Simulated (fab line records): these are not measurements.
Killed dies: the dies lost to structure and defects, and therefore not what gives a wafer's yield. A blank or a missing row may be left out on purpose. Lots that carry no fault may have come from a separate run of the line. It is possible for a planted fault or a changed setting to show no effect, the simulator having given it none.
Problem report in the 8D (eight disciplines) form, filled by code -- flow berkeleyCmos170 -- the parts of the form that need people (team, actions taken, sign-off) are left out

1. WHAT WENT WRONG
biasW at UCB170_GATE_ETCH_15 reads a mean of 200.3 W on 6 wafers of 2 lots; wafers without a fault read 150.0 W with a standard deviation of 0.4. So: +99 or more standard deviations from the usual mean.
The step: etches poly-Si in HBr/Cl2, stops on SiO2, time 56.3 s, target depth 278.2 nm.
First observed at day 9 11:19: wafer L568.3, on rieSi-01. At this step, 42 wafers from 14 lots have a number in the record. By rule, "out" or "out of limits" means more than 4 standard deviations away from the usual mean. The rest of the wafers with a number are treated as sound.

2. WHAT IT IS; WHAT IT IS NOT
question,is,is not
which readings at this step,biasW,"HBr_flow_sccm, chamberPressureMTorr, drypumpMotorCurrentA, throttleValvePct"
which lots,"L568, L569","L553, L554, L555, L556, L557, L558, L559, L560, L561, L563, L564, L574"
which wafers of those lots,all that have a number,-
read on which tools,rieSi-01,rieSi-02
when,from day 9 11:19,up to then (33 sound wafers); but 3 sound wafers of L574 came after

3. THE SUSPECTS, EACH WITH WHAT RULES IT OUT
Counting: a tool at a process step up to the reading stays a suspect if it ran every lot that is out and no sound lot after the first of them.
- rieSi-01 at UCB170_GATE_ETCH_15 (etches poly-Si in HBr/Cl2, stops on SiO2, time 56.3 s, target depth 278.2 nm): kept. It processed each lot that is out, first L568 at day 9 11:19, and no sound lot thereafter; up to then, the last sound lot it processed was L564 at day 8 20:40. On those wafers its own readings are out: biasW.
Remaining after the count: rieSi-01 at UCB170_GATE_ETCH_15.

4. THE CAUSE (what the simulator had put in)
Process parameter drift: rieSi-01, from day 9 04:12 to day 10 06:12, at UCB170_GATE_ETCH_15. Setting biasW, moved by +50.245, from 150.
The count eliminated every tool but this one.

5. THE EFFECT CHAIN, in route order
Rows list readings where the struck wafers' mean (over those with a number) sits beyond 3 standard deviations from the usual. Readings are gone through only where the record gives a usual standard deviation; hours: the median, over the lots, of the time from a lot's start at the first step in this table giving one to that lot's start at this step; sigmas: the change measured in usual standard deviations.
hours,step,reading,usual,on struck wafers,change,sigmas
0,UCB170_GATE_ETCH_15,biasW,150.0 W,200.3,+50.3,+99 or more
Process steps it contains:
- UCB170_GATE_ETCH_15: etches poly-Si in HBr/Cl2, stops on SiO2, time 56.3 s, target depth 278.2 nm.
Later steps that measure or inspect, where all struck wafers having a row at the step show a number for every such reading and not one has moved that far: UCB170_NSD_CD_MEAS_06, UCB170_CONTACT_CD_MEAS_15.

6. HOW IT WOULD HAVE BEEN CAUGHT EARLIER
In this record the first reading out of limits was taken at day 9 11:19, 7 hours after the fault began at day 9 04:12.
